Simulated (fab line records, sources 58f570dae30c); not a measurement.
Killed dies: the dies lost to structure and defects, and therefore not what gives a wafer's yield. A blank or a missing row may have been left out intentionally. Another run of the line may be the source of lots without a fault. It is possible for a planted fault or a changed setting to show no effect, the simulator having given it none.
Lot-split experiment ; flow berkeley cmos170 ; 23 wafers read from 5 lots, route of 331 steps

ON THE SPLIT
At UCB170_PSD_EXPOSE_03 (exposes mask PSELECT MOD, target cd 1200 nm), the setting dose mj was moved away from the recipe's 30 on 4 of the 23 wafers read, by +2.6% to +7.0%. The other wafers ran this setting at the recipe's value.

FROM THE SPLIT TO THE READING: what the file shows between them, 2 steps
- UCB170_PSD_PEB_04
- UCB170_PSD_DEVELOP_05: develop time 45 s

THE READING
cd nm, in nm, at UCB170_PSD_CD_MEAS_06 (target cd 1200 nm). Typical for fault-free wafers on this fab line: 1199.1 nm, with standard deviation 1.1 nm.

wafer;tool, chamber at the split;dose mj as run;against the recipe;cd nm, nm;against lot-mates on the recipe
L078.1;krf scanner-01, 0;30;recipe;1198.3;-
L078.3;krf scanner-01, 0;30;recipe;1196.3;-
L078.4;krf scanner-01, 0;30.79;+2.6%;1203.2;+5.5
L078.5;krf scanner-01, 0;30.79;+2.6%;1202.6;+4.9
L078.6;krf scanner-01, 0;30;recipe;1198.6;-
L079.1;krf scanner-02, 0;30;recipe;1200.1;-
L079.2;krf scanner-02, 0;30;recipe;1200.1;-
L079.3;krf scanner-02, 0;32.09;+7.0%;1209.5;+9.3
L079.4;krf scanner-02, 0;32.09;+7.0%;1211.7;+11.5
L079.5;krf scanner-02, 0;30;recipe;1200.5;-
L081.2;krf scanner-01, 0;30;recipe;1199.1;-
L081.3;krf scanner-01, 0;30;recipe;1200.0;-
L081.4;krf scanner-01, 0;30;recipe;1199.0;-
L081.5;krf scanner-01, 0;30;recipe;1199.2;-
L081.6;krf scanner-01, 0;30;recipe;1198.9;-
L080.1;krf scanner-01, 0;30;recipe;1198.7;-
L080.4;krf scanner-01, 0;30;recipe;1198.3;-
L080.6;krf scanner-01, 0;30;recipe;1197.0;-
L083.1;krf scanner-02, 0;30;recipe;1199.2;-
L083.3;krf scanner-02, 0;30;recipe;1200.3;-
L083.4;krf scanner-02, 0;30;recipe;1197.8;-
L083.5;krf scanner-02, 0;30;recipe;1198.9;-
L083.6;krf scanner-02, 0;30;recipe;1201.2;-

FIT RESULTS
A straight line over all 23 wafers: cd nm changes by +1.64 nm for each +1% of dose mj; r = +0.95; the points scatter about the line by 1.2 nm.
The same after taking each lot's own level away (the mean of its wafers on the recipe; 23 wafers): +1.54 nm for each +1%; r = +0.96; scatter 0.92 nm.
That fit puts the effect of the largest move of dose mj on the reading at 11 nm.
Measured against the standard deviation above, the lots' own levels, which go from 1197.73 to 1200.23 nm, span 2.3 times it.
Consequently the slope shifts little with the lot-to-lot level, the two slopes agreeing.
Check: for one of the wafers moved furthest among these (+7.0%), held out of the fit, the line's prediction against its lot-mates is +11.9 nm. It came out at +9.27 nm against them.

FURTHER SPLITS ON THESE WAFERS
Other splits were also applied to these wafers ahead of the reading. Each is held against what the fit with the lots' levels taken away leaves over:
other split on the same wafers;wafers away from the commonest value;r with cd nm (lot level and that fit taken away)
UCB170_START_OXIDATION_02 temp c;10;+0.00
UCB170_ACTIVE_EXPOSE_10 dose mj;4;+0.01
UCB170_PFIELD_COAT_01 spin rpm;6;-0.02
UCB170_FIELD_OXIDATION_01 temp c;10;-0.17
UCB170_PVT_DEVELOP_05 dev temp c;8;+0.04
UCB170_PLDD_IMPLANT_08 energy kev;10;+0.02
UCB170_NLDD_EXPOSE_03 dose mj;9;-0.12

FILE'S OWN FIT
cd nm changes by +1.55 nm for each +1% of dose mj, r = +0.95.
